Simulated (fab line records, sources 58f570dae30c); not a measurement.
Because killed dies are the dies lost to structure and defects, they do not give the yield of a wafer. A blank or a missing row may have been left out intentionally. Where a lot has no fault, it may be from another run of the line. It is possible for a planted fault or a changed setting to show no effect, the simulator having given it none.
The tool behind it: which one? + flow berkeley_cmos170 + 14 lots, 42 wafers sampled, at 6 steps of a route of 331

WHAT THE GAUGES SHOWED, per wafer
UCB170_START_BOW_MEAS_00. Usual: INCOMING_BOW gives 0 um (standard deviation 6.1).
| lot  | measured    | on            | INCOMING_BOW (um) | flag |
|------|-------------|---------------|-------------------|------|
| L354 | day 1 15:00 | film_metro-03 | 0 -1 -3           |      |
| L355 | day 1 20:00 | film_metro-01 | -11 3 8           |      |
| L356 | day 2 01:04 | film_metro-04 | -5 -6 -13         |      |
| L357 | day 2 06:00 | film_metro-04 | -9 2 7            |      |
| L359 | day 2 16:00 | film_metro-03 | -2 -6 -4          |      |
| L360 | day 2 21:04 | film_metro-03 | -2 -1 1           |      |
| L361 | day 3 02:00 | film_metro-01 | -7 -5 -3          |      |
| L362 | day 3 07:00 | film_metro-01 | -11 4 4           |      |
| L363 | day 3 12:01 | film_metro-04 | 5 5 -14           |      |
| L364 | day 3 17:02 | film_metro-01 | 5 11 -6           |      |
| L371 | day 5 04:02 | film_metro-03 | -1 -8 -3          |      |
| L373 | day 5 14:02 | film_metro-03 | 7 13 -17          |      |
| L375 | day 6 00:01 | film_metro-04 | -10 4 -2          |      |
| L376 | day 6 05:00 | film_metro-04 | 2 -3 5            |      |

UCB170_NLDD_TW_MEAS_11. Usual: NLDD_TW gives 2205 (standard deviation 10).
| lot  | measured     | on            | NLDD_TW                       | flag |
|------|--------------|---------------|-------------------------------|------|
| L354 | day 7 02:17  | film_metro-03 | 2200 2204 2198                |      |
| L355 | day 7 10:47  | film_metro-01 | 2203 2195 2206                |      |
| L356 | day 7 14:12  | film_metro-04 | 2220 2197 2219                |      |
| L357 | day 7 13:43  | film_metro-03 | 2215 2198 2209                |      |
| L359 | day 7 21:37  | film_metro-01 | 2208 2194 2197                |      |
| L360 | day 7 21:16  | film_metro-01 | 2194 2206 2203                |      |
| L361 | day 8 07:32  | film_metro-04 | 2210 2212 2221                |      |
| L362 | day 8 08:57  | film_metro-01 | 2139 2141 2144 2132 2127 2145 | OFF  |
| L363 | day 8 08:08  | film_metro-03 | 2192 2207 2203                |      |
| L364 | day 8 21:17  | film_metro-01 | 2123 2128 2150 2132 2132 2145 | OFF  |
| L371 | day 10 12:33 | film_metro-03 | 2218 2209 2216                |      |
| L373 | day 11 04:40 | film_metro-04 | 2205 2216 2216                |      |
| L375 | day 11 16:09 | film_metro-04 | 2214 2214 2207                |      |
| L376 | day 11 15:08 | film_metro-03 | 2190 2196 2202                |      |

UCB170_SDANNEAL_RS_MEAS_05: a four-point-probe measurement. Usual: NLDD_RS gives 616.2 ohm/sq (standard deviation 1.3).
| lot  | measured     | on            | NLDD_RS (ohm/sq)                    | flag |
|------|--------------|---------------|-------------------------------------|------|
| L354 | day 7 16:24  | film_metro-01 | 616.0 616.3 616.7                   |      |
| L355 | day 7 20:32  | film_metro-01 | 615.9 616.2 616.0                   |      |
| L356 | day 8 01:41  | film_metro-03 | 615.7 614.3 614.7                   |      |
| L357 | day 8 01:10  | film_metro-04 | 614.1 615.4 614.7                   |      |
| L359 | day 8 08:01  | film_metro-01 | 614.7 616.1 614.9                   |      |
| L360 | day 8 04:39  | film_metro-04 | 616.4 615.4 616.3                   |      |
| L361 | day 8 19:35  | film_metro-03 | 616.7 618.5 617.7                   |      |
| L362 | day 8 20:04  | film_metro-01 | 654.6 653.1 652.5 654.7 652.4 654.4 | OFF  |
| L363 | day 8 19:37  | film_metro-04 | 616.0 616.0 615.6                   |      |
| L364 | day 9 11:24  | film_metro-03 | 654.4 653.4 654.9 654.5 652.7 654.1 | OFF  |
| L371 | day 10 21:14 | film_metro-04 | 615.6 614.4 615.7                   |      |
| L373 | day 11 17:37 | film_metro-01 | 615.7 614.5 616.4                   |      |
| L375 | day 12 05:57 | film_metro-03 | 615.9 614.4 615.9                   |      |
| L376 | day 12 05:56 | film_metro-01 | 618.0 617.2 618.1                   |      |

EACH LOT AND THE TOOL THAT RAN IT (in order: tool; ch and the chambers of the sampled wafers; start)
| lot  | UCB170_NWELL_STRIP_15               | UCB170_NLDD_IMPLANT_09          | UCB170_SDANNEAL_RTA_01           |
|------|-------------------------------------|---------------------------------|----------------------------------|
| L354 | plasma_asher-01 ch 0,1, day 2 12:22 | implanter-04 ch 0, day 7 02:02  | rtp_anneal-01 ch 0, day 7 15:59  |
| L355 | plasma_asher-04 ch 0,1, day 2 13:15 | implanter-04 ch 0, day 7 10:32  | rtp_anneal-02 ch 0, day 7 20:07  |
| L356 | plasma_asher-03 ch 0,1, day 2 21:15 | implanter-04 ch 0, day 7 14:00  | rtp_anneal-01 ch 0, day 8 01:14  |
| L357 | plasma_asher-03 ch 0,1, day 3 01:02 | implanter-04 ch 0, day 7 13:28  | rtp_anneal-02 ch 0, day 8 00:45  |
| L359 | plasma_asher-01 ch 0,1, day 3 14:32 | implanter-04 ch 0, day 7 21:22  | rtp_anneal-02 ch 0, day 8 07:35  |
| L360 | plasma_asher-01 ch 0,1, day 3 18:59 | implanter-04 ch 0, day 7 21:04  | rtp_anneal-02 ch 0, day 8 04:12  |
| L361 | plasma_asher-01 ch 0,1, day 4 00:05 | implanter-04 ch 0, day 8 07:17  | rtp_anneal-01 ch 0, day 8 19:10  |
| L362 | plasma_asher-01 ch 0,1, day 4 06:29 | implanter-04 ch 0, day 8 08:42  | rtp_anneal-01 ch 0, day 8 19:38  |
| L363 | plasma_asher-04 ch 0,1, day 4 09:07 | implanter-04 ch 0, day 8 07:54  | rtp_anneal-02 ch 0, day 8 19:12  |
| L364 | plasma_asher-04 ch 0,1, day 4 21:01 | implanter-04 ch 0, day 8 21:04  | rtp_anneal-02 ch 0, day 9 10:58  |
| L371 | plasma_asher-03 ch 0,1, day 6 03:56 | implanter-03 ch 0, day 10 12:20 | rtp_anneal-02 ch 0, day 10 20:48 |
| L373 | plasma_asher-04 ch 0,1, day 6 18:14 | implanter-04 ch 0, day 11 04:26 | rtp_anneal-02 ch 0, day 11 17:11 |
| L375 | plasma_asher-04 ch 0,1, day 7 04:06 | implanter-04 ch 0, day 11 15:55 | rtp_anneal-02 ch 0, day 12 05:32 |
| L376 | plasma_asher-01 ch 1, day 7 03:59   | implanter-02 ch 0, day 11 14:53 | rtp_anneal-01 ch 0, day 12 05:31 |
- UCB170_NWELL_STRIP_15: strips in O2.
- UCB170_NLDD_IMPLANT_09
- UCB170_SDANNEAL_RTA_01: time 5 s.

AS READ BY THE TOOLS THEMSELVES (means over the sampled wafers that have a number; for cases with no such wafer, the mark the record gives instead)
UCB170_NWELL_STRIP_15. Usual: chamber_pressure_mTorr 3500 mTorr, standard deviation 3.3; drypump_motor_current_A 5.7 A, standard deviation 0.55; o2_flow_sccm 399.8 sccm, standard deviation 1.3; oes_product_au 0.721 a.u., standard deviation 0.0045; strip_time_to_endpoint_s 18.03 s, standard deviation 0.07.
| lot  | tool            | chamber_pressure_mTorr (mTorr) | drypump_motor_current_A (A) | o2_flow_sccm (sccm) | oes_product_au (a.u.) | strip_time_to_endpoint_s (s) | flag |
|------|-----------------|--------------------------------|-----------------------------|---------------------|-----------------------|------------------------------|------|
| L354 | plasma_asher-01 | 3501                           | 5.1                         | 399.9               | 0.718                 | 18.02                        |      |
| L355 | plasma_asher-04 | 3498                           | 6.3                         | 398.6               | 0.716                 | 18.05                        |      |
| L356 | plasma_asher-03 | 3502                           | 5.8                         | 399.6               | 0.723                 | 17.91                        |      |
| L357 | plasma_asher-03 | 3502                           | 5.9                         | 400.0               | 0.724                 | 18.05                        |      |
| L359 | plasma_asher-01 | 3499                           | 5.0                         | 399.4               | 0.721                 | 17.99                        |      |
| L360 | plasma_asher-01 | 3500                           | 5.0                         | 401.0               | 0.722                 | 18.07                        |      |
| L361 | plasma_asher-01 | 3500                           | 5.1                         | 400.2               | 0.722                 | 18.07                        |      |
| L362 | plasma_asher-01 | 3502                           | 5.0                         | 398.7               | 0.720                 | 18.08                        |      |
| L363 | plasma_asher-04 | 3499                           | 6.1                         | 397.9               | 0.719                 | 17.92                        |      |
| L364 | plasma_asher-04 | 3499                           | 6.1                         | 399.7               | 0.720                 | 17.97                        |      |
| L371 | plasma_asher-03 | 3497                           | 5.8                         | 400.5               | 0.720                 | 18.02                        |      |
| L373 | plasma_asher-04 | 3502                           | 6.3                         | 399.5               | 0.725                 | 18.00                        |      |
| L375 | plasma_asher-04 | 3499                           | 6.1                         | 400.7               | 0.719                 | 18.01                        |      |
| L376 | plasma_asher-01 | 3499                           | 5.1                         | 400.1               | 0.722                 | 18.13                        |      |

UCB170_NLDD_IMPLANT_09. Usual: beam_on_s 9.96 s, standard deviation 0.2; dose_ions_cm2 4.999e+13, standard deviation 5.3e+10; faraday_current_uA 159, standard deviation 3.1.
| lot  | tool         | beam_on_s (s) | dose_ions_cm2 | faraday_current_uA | flag |
|------|--------------|---------------|---------------|--------------------|------|
| L354 | implanter-04 | 9.78          | 4.996e+13     | 162                |      |
| L355 | implanter-04 | 9.70          | 4.997e+13     | 163                |      |
| L356 | implanter-04 | 10.12         | 4.998e+13     | 157                |      |
| L357 | implanter-04 | 9.79          | 4.998e+13     | 162                |      |
| L359 | implanter-04 | 9.98          | 4.997e+13     | 159                |      |
| L360 | implanter-04 | 9.94          | 4.998e+13     | 160                |      |
| L361 | implanter-04 | 10.03         | 4.999e+13     | 158                |      |
| L362 | implanter-04 | 9.91          | 4.153e+13     | 133                | OFF  |
| L363 | implanter-04 | 9.72          | 5.000e+13     | 163                |      |
| L364 | implanter-04 | 9.93          | 4.152e+13     | 133                | OFF  |
| L371 | implanter-03 | 9.77          | 5.003e+13     | 162                |      |
| L373 | implanter-04 | 10.05         | 4.991e+13     | 158                |      |
| L375 | implanter-04 | 9.82          | 5.005e+13     | 162                |      |
| L376 | implanter-02 | 10.02         | 5.000e+13     | 159                |      |

UCB170_SDANNEAL_RTA_01. Usual: lamp_power_pct 38 %, standard deviation 4; wafer_temp_C_max 1056.1, standard deviation 1.2.
| lot  | tool          | lamp_power_pct (%) | wafer_temp_C_max | flag |
|------|---------------|--------------------|------------------|------|
| L354 | rtp_anneal-01 | 42                 | 1056.1           |      |
| L355 | rtp_anneal-02 | 34                 | 1055.9           |      |
| L356 | rtp_anneal-01 | 42                 | 1056.3           |      |
| L357 | rtp_anneal-02 | 34                 | 1054.9           |      |
| L359 | rtp_anneal-02 | 34                 | 1055.1           |      |
| L360 | rtp_anneal-02 | 34                 | 1056.2           |      |
| L361 | rtp_anneal-01 | 42                 | 1057.0           |      |
| L362 | rtp_anneal-01 | 42                 | 1055.6           |      |
| L363 | rtp_anneal-02 | 34                 | 1056.7           |      |
| L364 | rtp_anneal-02 | 34                 | 1055.1           |      |
| L371 | rtp_anneal-02 | 34                 | 1055.5           |      |
| L373 | rtp_anneal-02 | 34                 | 1056.7           |      |
| L375 | rtp_anneal-02 | 34                 | 1056.0           |      |
| L376 | rtp_anneal-01 | 42                 | 1055.5           |      |

THE ANSWER, worked out from the rows above alone
Rule: lot off if the mean of its wafers having a number is beyond 3 standard deviations from the usual mean. A lot without any number at a reading at which 4 lots or more have one is off too. Where the step has rows for the other lots, those lots are counted as sound. Order of review: gauges by route order, followed by the tools' own readings, for which a lot's mean as printed above is used. At the first step where some lot is off, the reading lying furthest off is the one used; lots without a number count as furthest.
Off: at UCB170_NLDD_TW_MEAS_11 (NLDD_TW), L362, L364.
A tool fits if, at a process step before that reading, it ran every lot that is off, and no sound lot after the first of them. Not tried: the gauges at UCB170_NLDD_TW_MEAS_11; whatever is off there is also off at UCB170_NLDD_IMPLANT_09, on other tools, and gauge error can't account for it. Of those tried, none fits.

WHAT THE SIMULATOR PUT IN
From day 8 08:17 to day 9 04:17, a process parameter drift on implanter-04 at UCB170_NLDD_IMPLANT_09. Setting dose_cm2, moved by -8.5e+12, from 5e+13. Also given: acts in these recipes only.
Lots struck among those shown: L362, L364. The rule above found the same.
